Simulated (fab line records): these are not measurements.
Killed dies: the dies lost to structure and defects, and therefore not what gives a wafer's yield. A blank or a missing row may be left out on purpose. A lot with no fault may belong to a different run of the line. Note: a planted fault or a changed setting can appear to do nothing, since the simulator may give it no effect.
Chamber matching -- flow berkeley cmos170 -- rie diel-01 running UCB170_NWELL_ETCH_13: 4 sister chambers
The step etches Si3N4 in CH3F/Ar/O2, stops on SiO2, target depth 246.4 nm, time 154 s. 20 wafers are shown with their chamber, then 10 later ones without.

WAFERS PAIRED WITH THEIR CHAMBERS
wafer,chamber,drypump motor current A (A),throttle valve pct (%),oes product au (a.u.)
L074.2,0,5.0,8.13,0.944
L074.3,3,5.5,8.32,0.915
L074.4,2,6.5,8.19,0.928
L075.2,3,5.5,8.32,0.919
L075.4,0,5.1,8.12,0.943
L075.6,2,6.5,8.17,0.938
L077.2,0,5.1,8.12,0.938
L077.4,1,5.9,8.15,0.945
L077.5,1,5.8,8.16,0.946
L078.2,1,5.9,8.16,0.955
L078.5,0,5.0,8.11,0.933
L078.6,3,5.5,8.32,0.925
L080.1,0,5.0,8.11,0.946
L080.2,3,5.5,8.32,0.906
L080.3,1,5.9,8.17,0.940
L082.1,2,6.5,8.18,0.942
L082.3,1,5.9,8.14,0.959
L082.4,3,5.5,8.31,0.917
L090.3,2,6.5,8.19,0.933
L090.4,2,6.5,8.17,0.934

SIGNATURES (means of the wafers above)
reading,chamber 0,chamber 1,chamber 2,chamber 3,scatter within a chamber
drypump motor current A,5.040,5.880,6.500,5.500,0.0354
throttle valve pct,8.1180,8.1560,8.1800,8.3180,0.00894
oes product au,0.94080,0.94900,0.93500,0.91640,0.0064
Rule: for each reading, subtract the chamber's mean from the wafer's reading, divide by that reading's scatter and square the result; add these up over the readings and take the root, which gives the wafer's distance from the chamber. If the next closest chamber is less than 2 further off than the closest, the wafer can't be placed; otherwise it belongs to the closest. How the scatter is found: for the shown wafers, subtract from each reading the mean of its chamber, square and add these, divide the total by (wafers less chambers), then take the root.

WAFERS MISSING THEIR CHAMBER
wafer,drypump motor current A (A),throttle valve pct (%),oes product au (a.u.)
L090.6,5.9,8.15,0.954
L091.1,6.5,8.18,0.932
L091.3,5.5,8.32,0.909
L091.6,6.5,8.16,0.941
L092.4,6.5,8.15,0.934
L092.5,6.5,8.18,0.930
L092.6,5.8,8.17,0.940
L095.1,6.5,8.19,0.941
L095.3,5.0,8.11,0.947
L095.5,6.5,8.17,0.938

EACH ONE'S CHAMBER
wafer,from the rows above,in truth
L090.6,1,1
L091.1,2,2
L091.3,3,3
L091.6,2,2
L092.4,2,2
L092.5,2,2
L092.6,1,1
L095.1,2,2
L095.3,0,0
L095.5,2,2
Correctly placed: 10 of 10. From these rows, 0 cannot be placed. Placed wrongly: 0.
